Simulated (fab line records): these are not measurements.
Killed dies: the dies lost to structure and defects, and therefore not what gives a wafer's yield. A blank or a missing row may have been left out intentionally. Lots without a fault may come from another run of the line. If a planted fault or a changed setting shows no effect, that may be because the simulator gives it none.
Split-lot study + flow rit-cmos + 23 wafers read from 5 lots, route of 202 steps

== THE SPLIT ITSELF ==
At RIT_SDANNEAL_RTA_03 (time 5 s), the setting time-s was moved away from the recipe's 5 s on 7 of the 23 wafers read, by -6.6% to +14.6%. All remaining wafers had this setting at the recipe value.

== FROM THE SPLIT TO THE READING: what the file shows between them, 2 steps ==
- RIT_SDANNEAL_RS_MEAS_04: measures by four-point-probe
- RIT_SDANNEAL_RS_MEAS_05: measures by four-point-probe

== THE READING ==
At RIT_SDANNEAL_RS_MEAS_06, a four-point-probe measurement gives PLDD_RS in ohm/sq. A value of 178.8 ohm/sq with a standard deviation of 0.5 ohm/sq is what fault-free wafers of this fab line usually give.

| wafer  | tool, chamber at the split | time-s as run, s | against the recipe | PLDD_RS, ohm/sq | against lot-mates on the recipe |
|--------|----------------------------|------------------|--------------------|-----------------|---------------------------------|
| L076.1 | rtp-anneal-02, 0           | 4.668            | -6.6%              | 179.7           | +0.9                            |
| L076.2 | rtp-anneal-02, 0           | 5                | recipe             | 178.5           | -                               |
| L076.3 | rtp-anneal-02, 0           | 4.668            | -6.6%              | 179.8           | +1.1                            |
| L076.4 | rtp-anneal-02, 0           | 4.668            | -6.6%              | 179.9           | +1.2                            |
| L076.6 | rtp-anneal-02, 0           | 5                | recipe             | 179.0           | -                               |
| L081.1 | rtp-anneal-02, 0           | 5                | recipe             | 178.7           | -                               |
| L081.2 | rtp-anneal-02, 0           | 5                | recipe             | 178.5           | -                               |
| L081.4 | rtp-anneal-02, 0           | 5.73             | +14.6%             | 176.5           | -2.1                            |
| L081.5 | rtp-anneal-02, 0           | 5.73             | +14.6%             | 176.4           | -2.2                            |
| L081.6 | rtp-anneal-02, 0           | 5                | recipe             | 178.7           | -                               |
| L082.1 | rtp-anneal-02, 0           | 5                | recipe             | 178.8           | -                               |
| L082.2 | rtp-anneal-02, 0           | 5                | recipe             | 178.7           | -                               |
| L082.3 | rtp-anneal-02, 0           | 5                | recipe             | 178.8           | -                               |
| L082.5 | rtp-anneal-02, 0           | 5                | recipe             | 178.4           | -                               |
| L082.6 | rtp-anneal-02, 0           | 5                | recipe             | 178.8           | -                               |
| L084.2 | rtp-anneal-02, 0           | 5                | recipe             | 179.5           | -                               |
| L084.3 | rtp-anneal-02, 0           | 5                | recipe             | 179.6           | -                               |
| L084.4 | rtp-anneal-02, 0           | 5                | recipe             | 179.4           | -                               |
| L085.1 | rtp-anneal-01, 0           | 5.605            | +12.1%             | 177.8           | -1.3                            |
| L085.3 | rtp-anneal-01, 0           | 5                | recipe             | 179.4           | -                               |
| L085.4 | rtp-anneal-01, 0           | 5                | recipe             | 178.8           | -                               |
| L085.5 | rtp-anneal-01, 0           | 5.605            | +12.1%             | 177.4           | -1.7                            |
| L085.6 | rtp-anneal-01, 0           | 5                | recipe             | 179.2           | -                               |

THE FIT
A straight line over all 23 wafers: PLDD_RS changes by -0.143 ohm/sq for each +1% of time-s; r = -0.92; the points scatter about the line by 0.37 ohm/sq.
The same after taking each lot's own level away (the mean of its wafers on the recipe; 23 wafers): -0.144 ohm/sq for each +1%; r = -0.98; scatter 0.18 ohm/sq.
On that fit, the largest move of time-s shifts the reading by 2.1 ohm/sq.
Measured against the standard deviation above, the lots' own levels, which go from 178.63 to 179.50 ohm/sq, span 1.7 times it.
So the lot-to-lot level changes the slope little: the two slopes agree.
Check: -2.06 ohm/sq against its lot-mates is what the line predicts for one of the wafers moved furthest among these (+14.6%) when that wafer is left out of the fit. It came out at -2.13 ohm/sq against them.

== THE OTHER SPLITS THESE WAFERS WENT THROUGH ==
These wafers also went through other splits before the reading. Each is held against what the fit with the lots' levels taken away leaves over:
| other split on the same wafers | wafers away from the commonest value | r with PLDD_RS (lot level and that fit taken away) |
|--------------------------------|--------------------------------------|----------------------------------------------------|
| RIT_SPACER_CVD_03 temp-c       | 18                                   | +0.05                                              |
| RIT_NSD_IMPLANT_08 dose-cm2    | 7                                    | +0.17                                              |

== THE WHOLE CHAIN: every reading that the file lists as answering this split, in the file's order ==
| step                    | what it does                 | reading | change (the file's fit)            | r (the file's) |
|-------------------------|------------------------------|---------|------------------------------------|----------------|
| RIT_SDANNEAL_RS_MEAS_04 | measures by four-point-probe | PSD_RS  | -0.145 for each +1% of the setting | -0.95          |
| RIT_SDANNEAL_RS_MEAS_06 | measures by four-point-probe | PLDD_RS | -0.143 for each +1% of the setting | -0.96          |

== THE FILE'S OWN FIT ==
PLDD_RS changes by -0.143 ohm/sq for each +1% of time-s, r = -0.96.
